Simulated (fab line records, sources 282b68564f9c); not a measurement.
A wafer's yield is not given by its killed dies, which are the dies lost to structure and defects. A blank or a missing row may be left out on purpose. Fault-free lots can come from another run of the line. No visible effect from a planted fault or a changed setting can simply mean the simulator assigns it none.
A single fault, viewed from 2 desks :: flow rit_cmos :: what lay behind the numbers comes last; until then each desk has only its own

== AT THE METROLOGY DESK ==
Lot by lot, what the gauges showed, no matter which tool ran the lot: averages of those sampled wafers that carry a number. A lot is out of limits, marked OUT, if its mean lies more than 4 standard deviations from the usual mean; the brackets give that distance.
Columns: A = ACTIVE_OXIDE_THK at RIT_ACTIVE_THK_MEAS_02, usual 47.0 nm; B = REOX_OXIDE_THK at RIT_REOX_THK_MEAS_04, usual 25.2 nm; C = M1_AL_RS at RIT_M1_RS_MEAS_01, usual 0.0734 ohm/sq; D = cd_nm at RIT_M1_CD_MEAS_90, usual 2600 nm
lot: L149
first seen here: day 1 15:35
A: 46.6
B: 24.8
C: 0.0740
D: 2602

lot: L150
first seen here: day 1 21:11
A: 48.6
B: 24.8
C: 0.0734
D: 2603

lot: L151
first seen here: day 2 02:50
A: 47.0
B: 24.9
C: 0.0726
D: 2601

lot: L152
first seen here: day 2 07:44
A: 47.2
B: 25.6
C: 0.0737
D: 2595

lot: L153
first seen here: day 2 14:37
A: 48.2
B: 25.5
C: 0.0733
D: 2598

lot: L155
first seen here: day 3 00:53
A: 48.0
B: 25.2
C: 0.0736
D: 2604

lot: L156
first seen here: day 3 00:53
A: 47.4
B: 25.3
C: 0.0732
D: 2600

lot: L157
first seen here: day 3 05:21
A: 41.6 (-5.5) OUT
B: 24.6
C: 0.0736
D: 2598

lot: L158
first seen here: day 3 10:07
A: 42.7 (-4.4) OUT
B: 26.0
C: 0.0732
D: 2601

lot: L160
first seen here: day 3 20:11
A: 39.0 (-8.2) OUT
B: 25.3
C: 0.0739
D: 2597

lot: L161
first seen here: day 4 01:32
A: 47.0
B: 24.7
C: 0.0732
D: 2604

lot: L162
first seen here: day 4 07:20
A: 45.5
B: 25.4
C: 0.0735
D: 2596

lot: L168
first seen here: day 5 12:24
A: 46.9
B: 25.4
C: 0.0733
D: 2602

lot: L171
first seen here: day 6 06:07
A: 46.9
B: 25.1
C: 0.0753
D: 2599

lot: L172
first seen here: day 6 09:37
A: 46.1
B: 25.5
C: 0.0728
D: 2597
This desk's finding: out of limits on L157, L158, L160; first on L157, day 3 05:21 (ACTIVE_OXIDE_THK at RIT_ACTIVE_THK_MEAS_02). Within limits: L149, L150, L151, L152, L153, L155, L156, L161, L162, L168, L171, L172.

== AT THE TOOL OWNER'S DESK: furnace-04 ==
The tool's own readings at RIT_ACTIVE_OXIDATION_01 (target thk 46.8 nm, ox time 3360 s): means of the sampled wafers that have a number, for each lot that ran on this tool. A lot is out of limits, marked OUT, if its mean lies more than 4 standard deviations from the usual mean; the brackets give that distance.
Columns: A = spike_tc_load_C at RIT_ACTIVE_OXIDATION_01, usual 1031.1 C
lot: L149
first seen here: day 1 13:37
A: 1032.2

lot: L150
first seen here: day 1 19:16
A: 1032.3

lot: L151
first seen here: day 2 00:54
A: 1031.4

lot: L155
first seen here: day 2 22:56
A: 1032.2

lot: L156
first seen here: day 2 22:56
A: 1032.9

lot: L157
first seen here: day 3 03:25
A: 1032.2

lot: L158
first seen here: day 3 08:09
A: 1032.9

lot: L160
first seen here: day 3 18:14
A: 1031.8
This desk's finding: nothing out of limits on any of the 8 lots.

== ALL TOGETHER ==
L157, L158, L160 would have let the metrology desk raise an alarm at day 3 05:21.
Nothing out of limits was seen by the tool owner's desk.
Tool owner's desk: L157, L158, L160 on record, inside its limits.
Of the lots named, all ran RIT_ACTIVE_OXIDATION_01 on furnace-04.

== WHAT HAD BEEN PUT IN BY THE SIMULATOR ==
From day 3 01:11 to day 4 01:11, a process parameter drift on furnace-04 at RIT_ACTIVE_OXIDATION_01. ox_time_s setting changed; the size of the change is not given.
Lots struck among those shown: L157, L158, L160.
Per desk, hours elapsed from the start of the fault to the first reading out of limits: for the metrology desk, 4.
